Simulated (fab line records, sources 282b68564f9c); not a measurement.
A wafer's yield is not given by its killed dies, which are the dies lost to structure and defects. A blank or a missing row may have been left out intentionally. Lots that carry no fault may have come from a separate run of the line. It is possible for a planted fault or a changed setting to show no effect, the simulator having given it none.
Which tool is to blame? :: flow rit cmos :: 14 lots, 42 wafers sampled, at 2 steps of a route of 202

## WHAT THE GAUGES SHOWED, per wafer
RIT_ACTIVE_THK_MEAS_04. Usual: for ACTIVE_NITRIDE_THK the level is 150.1 nm and the standard deviation is 1.4.
lot: L577
measured: day 1 18:16
on: film metro-02
ACTIVE_NITRIDE_THK (nm): 149.7 150.6 150.7
flag: 

lot: L578
measured: day 1 21:31
on: film metro-04
ACTIVE_NITRIDE_THK (nm): 149.3 150.9 148.4
flag: 

lot: L579
measured: day 2 00:31
on: film metro-03
ACTIVE_NITRIDE_THK (nm): 150.7 150.6 151.9
flag: 

lot: L580
measured: day 2 04:32
on: film metro-02
ACTIVE_NITRIDE_THK (nm): 149.1 150.2 150.0
flag: 

lot: L581
measured: day 2 11:34
on: film metro-02
ACTIVE_NITRIDE_THK (nm): 150.1 149.1 150.3
flag: 

lot: L582
measured: day 2 14:33
on: film metro-04
ACTIVE_NITRIDE_THK (nm): 151.2 151.5 150.7
flag: 

lot: L583
measured: day 2 19:37
on: film metro-03
ACTIVE_NITRIDE_THK (nm): 151.9 153.2 151.9
flag: 

lot: L584
measured: day 3 01:45
on: film metro-02
ACTIVE_NITRIDE_THK (nm): 150.3 150.8 150.8
flag: 

lot: L585
measured: day 3 10:32
on: film metro-04
ACTIVE_NITRIDE_THK (nm): 156.1 155.8 156.9
flag: OFF

lot: L586
measured: day 3 10:32
on: film metro-02
ACTIVE_NITRIDE_THK (nm): 156.5 155.8 155.3
flag: OFF

lot: L589
measured: day 4 02:58
on: film metro-03
ACTIVE_NITRIDE_THK (nm): 146.6 147.7 148.9
flag: 

lot: L595
measured: day 5 07:33
on: film metro-02
ACTIVE_NITRIDE_THK (nm): 149.4 151.2 149.7
flag: 

lot: L599
measured: day 6 04:31
on: film metro-04
ACTIVE_NITRIDE_THK (nm): 149.0 149.0 150.3
flag: 

lot: L600
measured: day 6 08:41
on: film metro-02
ACTIVE_NITRIDE_THK (nm): 150.5 150.5 151.5
flag: 

## EACH LOT AND THE TOOL THAT RAN IT (in order: tool; ch and the chambers of the sampled wafers; start)
lot: L577
RIT_ACTIVE_CVD_03: lpcvd-01 ch 1, day 1 16:08

lot: L578
RIT_ACTIVE_CVD_03: lpcvd-01 ch 0, day 1 19:23

lot: L579
RIT_ACTIVE_CVD_03: lpcvd-01 ch 1, day 1 22:23

lot: L580
RIT_ACTIVE_CVD_03: lpcvd-01 ch 1, day 2 03:07

lot: L581
RIT_ACTIVE_CVD_03: lpcvd-02 ch 0, day 2 10:08

lot: L582
RIT_ACTIVE_CVD_03: lpcvd-01 ch 1, day 2 13:08

lot: L583
RIT_ACTIVE_CVD_03: lpcvd-01 ch 0, day 2 18:12

lot: L584
RIT_ACTIVE_CVD_03: lpcvd-01 ch 0, day 3 00:20

lot: L585
RIT_ACTIVE_CVD_03: lpcvd-01 ch 1, day 3 09:07

lot: L586
RIT_ACTIVE_CVD_03: lpcvd-01 ch 1, day 3 09:07

lot: L589
RIT_ACTIVE_CVD_03: lpcvd-02 ch 1, day 4 01:32

lot: L595
RIT_ACTIVE_CVD_03: lpcvd-02 ch 1, day 5 06:07

lot: L599
RIT_ACTIVE_CVD_03: lpcvd-01 ch 1, day 6 03:06

lot: L600
RIT_ACTIVE_CVD_03: lpcvd-01 ch 1, day 6 07:15
- RIT_ACTIVE_CVD_03: deposits Si3N4 from SiH2Cl2/NH3, target thk 150 nm, time 1500 s.

## WHAT THE TOOLS THEMSELVES READ (means of the sampled wafers that have a number; where no wafer has one, the mark that the record gives instead)
RIT_ACTIVE_CVD_03. Usual: spike tc centre C at 812.3 C, with a standard deviation of 0.92.
lot: L577
tool: lpcvd-01
spike tc centre C (C): 812.5
flag: 

lot: L578
tool: lpcvd-01
spike tc centre C (C): 813.3
flag: 

lot: L579
tool: lpcvd-01
spike tc centre C (C): 811.8
flag: 

lot: L580
tool: lpcvd-01
spike tc centre C (C): 811.0
flag: 

lot: L581
tool: lpcvd-02
spike tc centre C (C): 812.7
flag: 

lot: L582
tool: lpcvd-01
spike tc centre C (C): 812.5
flag: 

lot: L583
tool: lpcvd-01
spike tc centre C (C): 812.3
flag: 

lot: L584
tool: lpcvd-01
spike tc centre C (C): 813.1
flag: 

lot: L585
tool: lpcvd-01
spike tc centre C (C): 811.9
flag: 

lot: L586
tool: lpcvd-01
spike tc centre C (C): 812.3
flag: 

lot: L589
tool: lpcvd-02
spike tc centre C (C): 812.9
flag: 

lot: L595
tool: lpcvd-02
spike tc centre C (C): 811.6
flag: 

lot: L599
tool: lpcvd-01
spike tc centre C (C): 812.3
flag: 

lot: L600
tool: lpcvd-01
spike tc centre C (C): 812.1
flag: 

## THE ANSWER, worked out from the rows above alone
Rule: a lot counts as off when the mean over its wafers that have a number is more than 3 standard deviations away from the usual mean. Also off: a lot with no number at a reading for which 4 or more lots have one. The other lots that the step has rows for count as sound. After the gauges, taken in route order, come the tools' own readings; for these a lot's mean is taken, as printed above. At the first step where some lot is off, the reading lying furthest off is the one used; lots without a number count as furthest.
Off: L585, L586, seen at RIT_ACTIVE_THK_MEAS_04 (ACTIVE_NITRIDE_THK).
If a tool, at a process step before that reading, ran all the lots that are off and no sound lot after the first of them, it fits. The gauges at RIT_ACTIVE_THK_MEAS_04 are tried like those tools. Of those tried, none fits.

## WHAT WAS PUT IN BY THE SIMULATOR
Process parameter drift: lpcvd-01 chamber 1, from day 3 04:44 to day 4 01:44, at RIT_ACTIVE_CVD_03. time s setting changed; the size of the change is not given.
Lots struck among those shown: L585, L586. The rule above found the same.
